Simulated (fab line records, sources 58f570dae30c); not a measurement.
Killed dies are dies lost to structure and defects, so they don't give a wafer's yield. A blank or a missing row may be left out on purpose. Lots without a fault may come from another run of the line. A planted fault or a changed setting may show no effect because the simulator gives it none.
Which tool did it? | flow berkeley_cmos170 | 14 lots, 42 wafers sampled, at 5 steps of a route of 331

WHAT THE GAUGES READ, wafer by wafer
UCB170_SDANNEAL_RS_MEAS_02: measures by four-point-probe.
lot  | measured     | on            | PSD_RS (ohm/sq)
L226 | day 8 11:47  | film_metro-04 | 76.9 76.6 76.7
L229 | day 8 20:22  | film_metro-04 | 76.5 76.7 76.7
L230 | day 8 20:11  | film_metro-01 | 75.9 76.2 75.9
L228 | day 9 02:47  | film_metro-01 | 76.2 76.3 76.4
L232 | day 9 03:44  | film_metro-01 | 76.0 76.2 76.3
L231 | day 9 04:23  | film_metro-01 | 76.8 76.9 76.9
L233 | day 9 18:28  | film_metro-04 | 76.2 76.2 76.2
L234 | day 9 19:27  | film_metro-01 | 76.9 76.6 76.9
L237 | day 10 05:25 | film_metro-04 | 76.8 76.8 77.0
L241 | day 11 11:43 | film_metro-03 | 76.6 76.5 76.5
L244 | day 11 11:55 | film_metro-01 | 76.0 75.9 75.8
L240 | day 11 12:13 | film_metro-04 | 76.8 76.7 76.8
L247 | day 12 04:54 | film_metro-01 | 76.4 76.3 76.2
L245 | day 12 04:23 | film_metro-04 | 76.8 76.4 76.6

UCB170_SDANNEAL_RS_MEAS_05: measures by four-point-probe.
lot  | measured     | on            | NLDD_RS (ohm/sq)
L226 | day 8 12:09  | film_metro-04 | 616.9 616.5 615.9
L229 | day 8 20:43  | film_metro-04 | 615.3 615.0 615.0
L230 | day 8 20:33  | film_metro-01 | 616.0 616.7 612.9
L228 | day 9 03:08  | film_metro-01 | 616.5 616.5 615.6
L232 | day 9 04:05  | film_metro-01 | 618.1 616.2 618.0
L231 | day 9 04:44  | film_metro-01 | 615.3 617.7 616.9
L233 | day 9 18:49  | film_metro-04 | 617.8 616.8 616.2
L234 | day 9 19:49  | film_metro-01 | 617.1 616.0 617.6
L237 | day 10 05:47 | film_metro-04 | 641.3 641.2 641.0
L241 | day 11 12:05 | film_metro-03 | 644.4 645.6 645.2
L244 | day 11 12:16 | film_metro-01 | 615.6 615.9 614.9
L240 | day 11 12:35 | film_metro-04 | 617.8 616.5 616.5
L247 | day 12 05:16 | film_metro-01 | 613.9 616.0 616.6
L245 | day 12 04:44 | film_metro-04 | 618.3 616.9 615.9

UCB170_SILICIDE_THK_MEAS_03: measures by xrf.
lot  | measured     | on            | SILICIDE_TI_THK (nm)
L226 | day 8 12:29  | film_metro-02 | 29.9 29.7 30.2
L229 | day 8 21:04  | film_metro-04 | 29.7 29.7 29.9
L230 | day 8 20:53  | film_metro-02 | 29.6 29.6 29.6
L228 | day 9 03:28  | film_metro-02 | 28.7 29.5 29.2
L232 | day 9 04:26  | film_metro-02 | 29.9 29.7 30.1
L231 | day 9 05:04  | film_metro-02 | 29.7 30.0 30.0
L233 | day 9 19:11  | film_metro-04 | 29.5 30.1 30.1
L234 | day 9 20:07  | film_metro-02 | 29.5 29.7 29.7
L237 | day 10 06:07 | film_metro-04 | 30.0 29.2 30.0
L241 | day 11 12:25 | film_metro-02 | 29.8 29.7 29.7
L244 | day 11 12:36 | film_metro-03 | 30.1 30.2 30.2
L240 | day 11 12:55 | film_metro-02 | 29.9 29.6 29.7
L247 | day 12 05:35 | film_metro-03 | 30.1 29.5 29.7
L245 | day 12 05:04 | film_metro-02 | 29.5 29.4 29.1

UCB170_V1_BOW_MEAS_03.
lot  | measured     | on            | V1_BOW (um)
L226 | day 8 23:49  | film_metro-01 | 21 22 24
L229 | day 9 07:44  | film_metro-02 | 9 14 16
L230 | day 9 09:04  | film_metro-01 | 18 21 18
L228 | day 9 14:46  | film_metro-01 | 16 18 20
L232 | day 9 16:04  | film_metro-02 | 19 22 25
L231 | day 9 17:27  | film_metro-01 | 21 27 18
L233 | day 10 04:24 | film_metro-01 | 20 17 18
L234 | day 10 07:55 | film_metro-02 | 23 22 30
L237 | day 10 18:32 | film_metro-03 | 8 30 26
L241 | day 11 21:40 | film_metro-01 | 13 10 13
L244 | day 11 23:01 | film_metro-01 | 13 19 19
L240 | day 11 23:20 | film_metro-03 | 15 23 20
L247 | day 12 18:17 | film_metro-01 | 13 6 17
L245 | day 12 17:59 | film_metro-02 | 22 14 15

WHICH TOOL RAN EACH LOT (tool, then ch and the chambers of the sampled wafers, then the start)
lot  | UCB170_NLDD_IMPLANT_08
L226 | implanter-02 ch 0, day 7 22:47
L229 | implanter-03 ch 0, day 8 08:16
L230 | implanter-04 ch 0, day 8 08:32
L228 | implanter-04 ch 0, day 8 15:08
L232 | implanter-03 ch 0, day 8 15:18
L231 | implanter-04 ch 0, day 8 16:35
L233 | implanter-03 ch 0, day 9 03:31
L234 | implanter-04 ch 0, day 9 03:54
L237 | implanter-03 ch 0, day 9 18:57
L241 | implanter-03 ch 0, day 11 01:10
L244 | implanter-04 ch 0, day 11 01:27
L240 | implanter-02 ch 0, day 11 01:35
L247 | implanter-04 ch 0, day 11 16:07
L245 | implanter-02 ch 0, day 11 16:48
- UCB170_NLDD_IMPLANT_08

WHAT THE TOOLS THEMSELVES READ (means of the sampled wafers that have a number; where no wafer has one, the mark that the record gives instead)
UCB170_NLDD_IMPLANT_08.
lot  | tool         | dose_ions_cm2 | faraday_current_uA
L226 | implanter-02 | 5.002e+13     | 158
L229 | implanter-03 | 4.999e+13     | 158
L230 | implanter-04 | 5.002e+13     | 159
L228 | implanter-04 | 4.997e+13     | 156
L232 | implanter-03 | 5.004e+13     | 161
L231 | implanter-04 | 5.000e+13     | 160
L233 | implanter-03 | 5.001e+13     | 155
L234 | implanter-04 | 5.001e+13     | 161
L237 | implanter-03 | 4.399e+13     | 140
L241 | implanter-03 | 4.396e+13     | 138
L244 | implanter-04 | 5.000e+13     | 160
L240 | implanter-02 | 5.004e+13     | 154
L247 | implanter-04 | 5.001e+13     | 157
L245 | implanter-02 | 5.002e+13     | 159

THE ANSWER, worked out from the rows above alone
Rule: what is usual is taken from the lots themselves. Put in order of their means at a reading, lots are off if they are a third of the lots or fewer, leave a main group of 4 or more, and stand apart from it by a gap of 3 or more times the standard deviation of the main group's means; of several such gaps the widest counts. A main group whose means are all the same, to the digits that the tables above print for the reading, isn't used. A lot without any number at a reading at which 4 lots or more have one is off too. The other lots that the step has rows for count as sound. The gauges are gone through in route order, then the tools' own readings, and for those a lot's mean is taken as printed above. The first step at which some lot is off is used, and at that step the reading that is off furthest; a lot without a number counts as furthest.
Off: L237, L241, at UCB170_SDANNEAL_RS_MEAS_05 (NLDD_RS). The main group: mean 616.3 ohm/sq, standard deviation 0.77.
A tool fits if, at a process step before that reading, it ran every lot that is off, and no sound lot after the first of them. The gauges at UCB170_SDANNEAL_RS_MEAS_05 aren't tried: what is off there is off at UCB170_NLDD_IMPLANT_08 too, on other tools, and a gauge's error can't cause that. One fits: implanter-03 at UCB170_NLDD_IMPLANT_08. Its last sound lot is L233 (day 9 03:31), its first lot that is off L237 (day 9 18:57): a fault that began between those two fits.
The tool's own readings at UCB170_NLDD_IMPLANT_08 bear it out: on the lots that are off they differ by more than 5 times the standard deviation of the sound lots' means. dose_ions_cm2 reads 4.398e+13 there against 5.001e+13 on the sound lots; faraday_current_uA reads 139 there against 158 on the sound lots.

WHAT THE SIMULATOR HAD PUT IN
Process parameter drift: implanter-03, from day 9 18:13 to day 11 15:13, at UCB170_NLDD_IMPLANT_08. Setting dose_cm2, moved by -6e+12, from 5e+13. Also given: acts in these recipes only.
Lots struck among those shown: L237, L241. The rule above found the same.
